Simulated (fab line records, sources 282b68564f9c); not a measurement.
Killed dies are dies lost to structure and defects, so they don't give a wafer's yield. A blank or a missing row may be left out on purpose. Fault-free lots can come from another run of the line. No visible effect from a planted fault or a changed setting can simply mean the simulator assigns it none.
Problem report in the 8D (eight disciplines) form, filled by code :: flow ritCmos :: the parts of the form that need people (team, actions taken, sign-off) are left out

## 1. WHAT IS WRONG
Mean NLDD_TW at RIT_NLDD_TW_MEAS_10: 1930 over 6 wafers in 2 lots; fault-free wafers: 2500, standard deviation 19. That is -30 standard deviations from the usual mean.
First observed at day 6 11:22: wafer L743.1, on filmMetro-01. The record has a number at this step for 42 wafers belonging to 14 lots. By rule, "out" or "out of limits" means more than 4 standard deviations away from the usual mean. The rest of the wafers with a number are treated as sound.

## 2. WHAT IT IS AND WHAT IT IS NOT
question: which readings at this step
is: NLDD_TW
is not: -

question: which lots
is: L743, L745
is not: L725, L727, L728, L729, L730, L731, L733, L734, L735, L740, L744, L747

question: which wafers of those lots
is: all that have a number
is not: -

question: read on which gauges
is: filmMetro-01, filmMetro-04
is not: filmMetro-03

question: when
is: from day 6 11:22
is not: up to then (30 sound wafers); but 6 sound wafers of L744, L747 came after

## 3. SUSPECTS, AND WHAT RULES EACH OUT
Counting: a tool stays on the suspect list if, at a process step up to the reading, it processed all lots that are out and no sound lot following the first of them.
- the gauge at RIT_NLDD_TW_MEAS_10: ruled out. The wafers that are out were read on 2 gauges (filmMetro-01, filmMetro-04).
- implanter-02 at RIT_NLDD_IMPLANT_08: kept. Every lot that is out went through it, starting with L743 (day 6 11:02), and after that it ran no sound lot; the last sound lot it ran before then is L735 (day 4 19:50). Its own doseIonsCm2, faradayCurrentUA readings are out on those wafers.
Remaining after the count: implanter-02 at RIT_NLDD_IMPLANT_08.

## 4. THE CAUSE (what the simulator had put in)
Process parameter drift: implanter-02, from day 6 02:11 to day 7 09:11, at RIT_NLDD_IMPLANT_08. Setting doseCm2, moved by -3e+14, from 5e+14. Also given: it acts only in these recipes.
Only this tool survived the counting.

## 5. THE EFFECT CHAIN, in route order
Each row: a reading whose mean over the struck wafers that have a number lies more than 3 standard deviations from the usual. Only readings whose record carries a usual standard deviation are examined. hours: median over the lots of the time between each lot's start at the first step of this table that gives one and its start at this step. sigmas: the change, counted in usual standard deviations.
hours: 0
step: RIT_NLDD_IMPLANT_08
reading: doseIonsCm2
usual: 5e+14
on struck wafers: 2e+14
change: -3e+14
sigmas: -99 or more

hours: 0
step: RIT_NLDD_IMPLANT_08
reading: faradayCurrentUA
usual: 1574
on struck wafers: 627
change: -947
sigmas: -31

hours: 0
step: RIT_NLDD_TW_MEAS_10
reading: NLDD_TW
usual: 2500
on struck wafers: 1930
change: -570
sigmas: -30

hours: 8
step: RIT_SDANNEAL_RS_MEAS_07
reading: NLDD_RS
usual: 151.6 ohm/sq
on struck wafers: 303.5
change: +151.9
sigmas: +99 or more
Process steps it contains:
- RIT_NLDD_IMPLANT_08

## 6. HOW IT WOULD HAVE BEEN CAUGHT EARLIER
Counted from the fault's start at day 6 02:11, it took 9 hours until the first out-of-limits reading at a measuring or inspecting step in this record, taken at day 6 11:22.
At RIT_NLDD_IMPLANT_08, the tool's own readings (doseIonsCm2, faradayCurrentUA) were out on each struck wafer the step has a row for, so an alarm limit on them would have fired on the first such wafer.
L745, from the lots that are out (2), started RIT_NLDD_IMPLANT_08 on implanter-02 later than day 6 11:22. Putting the tool on hold at that point would have spared it.
